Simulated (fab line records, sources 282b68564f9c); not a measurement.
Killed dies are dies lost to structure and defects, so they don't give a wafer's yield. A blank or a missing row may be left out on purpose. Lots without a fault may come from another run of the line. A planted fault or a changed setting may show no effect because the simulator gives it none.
Which tool did it? | flow rit_cmos | 13 lots, 39 wafers sampled, at 3 steps of a route of 202

WHAT THE GAUGES READ, wafer by wafer
RIT_PSD_OVL_MEAS_06. Usual: PSD_OVL 0.4 nm, standard deviation 1.5.
lot  | measured    | on         | PSD_OVL (nm)   | flag
L965 | day 3 06:40 | overlay-01 | 0.3 0.8 1.0    |
L966 | day 3 12:34 | overlay-01 | 1.7 -0.6 1.6   |
L968 | day 4 00:41 | overlay-01 | -1.1 1.9 0.9   |
L970 | day 4 07:38 | overlay-02 | -0.9 -2.5 -0.7 |
L972 | day 4 13:23 | overlay-02 | - - -          | OFF
L975 | day 5 03:26 | overlay-02 | -0.1 -0.2 -1.7 |
L982 | day 6 14:27 | overlay-01 | 4.4 2.2 2.7    |
L983 | day 6 19:46 | overlay-01 | 2.7 3.5 2.4    |
L984 | day 6 23:13 | overlay-01 | 0.6 -1.0 -0.3  |
L985 | day 7 05:01 | overlay-01 | -1.1 -0.2 1.3  |
L986 | day 7 08:37 | overlay-02 | -0.2 -0.1 -1.4 |
L987 | day 7 14:20 | overlay-01 | 0.8 0.4 -0.1   |
L988 | day 7 19:13 | overlay-01 | 3.7 0.5 2.2    |

RIT_PSD_TW_MEAS_10. Usual: PSD_TW 3443, standard deviation 42.
lot  | measured    | on            | PSD_TW         | flag
L965 | day 3 07:11 | film_metro-02 | 3483 3515 3498 |
L966 | day 3 13:05 | film_metro-03 | 3414 3411 3410 |
L968 | day 4 01:13 | film_metro-03 | 3407 3419 3420 |
L970 | day 4 08:09 | film_metro-03 | 3406 3388 3409 |
L972 | day 4 14:01 | film_metro-03 | 30 30 30       | OFF
L975 | day 5 03:56 | film_metro-01 | 3435 3430 3429 |
L982 | day 6 14:58 | film_metro-01 | 3443 3459 3443 |
L983 | day 6 20:16 | film_metro-01 | 3436 3452 3429 |
L984 | day 6 23:44 | film_metro-01 | 3435 3435 3418 |
L985 | day 7 05:32 | film_metro-03 | 3385 3390 3397 |
L986 | day 7 09:07 | film_metro-02 | 3509 3514 3491 |
L987 | day 7 14:52 | film_metro-03 | 3394 3397 3420 |
L988 | day 7 19:43 | film_metro-02 | 3502 3501 3492 |

WHICH TOOL RAN EACH LOT (tool, then ch and the chambers of the sampled wafers, then the start)
lot  | RIT_PSD_EXPOSE_03
L965 | iline_stepper-01 ch 0, day 3 06:17
L966 | iline_stepper-02 ch 0, day 3 12:07
L968 | iline_stepper-02 ch 0, day 4 00:19
L970 | iline_stepper-01 ch 0, day 4 07:16
L972 | iline_stepper-01 ch 0, day 4 12:59
L975 | iline_stepper-01 ch 0, day 5 03:03
L982 | iline_stepper-01 ch 0, day 6 14:05
L983 | iline_stepper-01 ch 0, day 6 19:22
L984 | iline_stepper-01 ch 0, day 6 22:52
L985 | iline_stepper-01 ch 0, day 7 04:37
L986 | iline_stepper-02 ch 0, day 7 08:13
L987 | iline_stepper-01 ch 0, day 7 13:58
L988 | iline_stepper-01 ch 0, day 7 18:49
- RIT_PSD_EXPOSE_03: exposes mask M10, target cd 40900 nm.

WHAT THE TOOLS THEMSELVES READ (means of the sampled wafers that have a number; where no wafer has one, the mark that the record gives instead)
RIT_PSD_EXPOSE_03. Usual: focus_offset_nm 0.0 nm, standard deviation 0.62.
lot  | tool             | focus_offset_nm (nm) | flag
L965 | iline_stepper-01 | 0.2                  |
L966 | iline_stepper-02 | -0.1                 |
L968 | iline_stepper-02 | 0.9                  |
L970 | iline_stepper-01 | -0.7                 |
L972 | iline_stepper-01 | -0.2                 |
L975 | iline_stepper-01 | -1.2                 |
L982 | iline_stepper-01 | 0.4                  |
L983 | iline_stepper-01 | 0.0                  |
L984 | iline_stepper-01 | -0.0                 |
L985 | iline_stepper-01 | 0.4                  |
L986 | iline_stepper-02 | -0.5                 |
L987 | iline_stepper-01 | -0.1                 |
L988 | iline_stepper-01 | -0.1                 |

THE ANSWER, worked out from the rows above alone
Rule: a lot is off if the mean of its wafers that have a number lies more than 3 standard deviations from the usual mean. A lot without any number at a reading at which 4 lots or more have one is off too. The other lots that the step has rows for count as sound. The gauges are gone through in route order, then the tools' own readings, and for those a lot's mean is taken as printed above. The first step at which some lot is off is used, and at that step the reading that is off furthest; a lot without a number counts as furthest.
Off: L972, at RIT_PSD_OVL_MEAS_06 (PSD_OVL). Without a number there: L972.
A tool fits if, at a process step before that reading, it ran every lot that is off, and no sound lot after the first of them. The gauges at RIT_PSD_OVL_MEAS_06 aren't tried: what is off there is off at RIT_PSD_TW_MEAS_10 too, on other tools, and a gauge's error can't cause that. None of those tried fits.

WHAT THE SIMULATOR HAD PUT IN
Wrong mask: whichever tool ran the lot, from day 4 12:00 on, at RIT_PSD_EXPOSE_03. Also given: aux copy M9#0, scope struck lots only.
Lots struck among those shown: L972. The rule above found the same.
